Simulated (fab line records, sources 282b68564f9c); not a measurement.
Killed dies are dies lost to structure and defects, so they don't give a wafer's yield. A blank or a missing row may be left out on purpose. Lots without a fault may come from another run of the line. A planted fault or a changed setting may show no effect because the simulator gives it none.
A struck lot beside a sound one | flow rit_cmos | 18 steps out of a route of 202
Sound: wafers L439.2, L439.3, L439.4. Struck: wafers L447.2, L447.3, L447.6. The cause comes at the end.
At each step with rows: each side's tool, then ch and its chambers, then its first start. Under that, the readings that differ: sound wafers | struck wafers | difference of the means | sigmas: that difference in standard deviations of wafers without a fault.
alike: readings whose means differ by less than 2 such deviations, and words and numbers that are the same on both sides. not compared: withheld readings, readings that some wafer has no value for, bounds like >300 that may hide the same value, and numbers for which the record gives no deviation and whose values overlap.
The two part at a step that has a row with sigmas, a row that says differs or no value, or rows on one side only. Numbers that don't overlap but have no deviation are shown without sigmas and don't part them. A reading that every wafer of one side lacks parts them only if that side has two wafers or more.

first, 4 steps without rows for these wafers: RIT_NWELL_SOFTBAKE_02 (time 60 s); RIT_NWELL_EXPOSE_03 (exposes mask M2, target cd 43900 nm); RIT_NWELL_PEB_04; RIT_NWELL_DEVELOP_05 (develop time 68 s).
RIT_NWELL_OVL_MEAS_06:
  sound on overlay-01, day 3 09:07; struck on overlay-01, day 5 00:53
  alike: NWELL_OVL
then, 2 steps without rows for these wafers: RIT_NWELL_HARDBAKE_07 (time 120 s); RIT_NWELL_IMPLANT_08.
RIT_NWELL_STRIP_09: strips in O2, time 180 s.
  sound on plasma_asher-01 ch 0,1, day 3 09:32; struck on plasma_asher-01 ch 0,1, day 5 01:19
  alike: drypump_motor_current_A, rf_refl_power_W
  not compared: rf_hours_counter_h
RIT_NWELL_TW_MEAS_10:
  sound on film_metro-04, day 3 09:43; struck on film_metro-02, day 5 01:30
  reading  | sound          | struck         | difference | sigmas
  NWELL_TW | 2109 2111 2103 | 2168 2165 2172 | +61        | +2
then, 3 steps without rows for these wafers: RIT_PWELL_HMDS_00 (prime time 60 s); RIT_PWELL_COAT_01 (resist thk 1300 nm); RIT_PWELL_SOFTBAKE_02 (time 60 s).
RIT_PWELL_EXPOSE_03: exposes mask M3, target cd 43700 nm.
  sound on iline_stepper-01 ch 0, day 3 10:22; struck on iline_stepper-02 ch 0, day 5 02:01
  reading                       | sound                | struck            | difference | sigmas
  model.PWELL.overlay_x_nm (nm) | -3.009 -3.009 -3.009 | 3.614 3.614 3.614 | +6.623     |
  alike: mask
then, 2 steps without rows for these wafers: RIT_PWELL_PEB_04; RIT_PWELL_DEVELOP_05 (develop time 68 s).
RIT_PWELL_OVL_MEAS_06:
  sound on overlay-01, day 3 10:47; struck on overlay-02, day 5 02:26
  reading        | sound          | struck      | difference | sigmas
  PWELL_OVL (nm) | -1.6 -1.1 -4.5 | 2.7 3.5 3.9 | +5.8       | +5
then, 1 step without rows for these wafers: RIT_PWELL_HARDBAKE_07 (time 120 s).
RIT_M1_PROBE_99:
  the record has rows for the struck wafers here (prober-01, day 6 15:47) and none for the sound ones

WHERE THEY PART
First at RIT_NWELL_TW_MEAS_10; last, within this record, at RIT_M1_PROBE_99.

WHY: what the simulator had put in
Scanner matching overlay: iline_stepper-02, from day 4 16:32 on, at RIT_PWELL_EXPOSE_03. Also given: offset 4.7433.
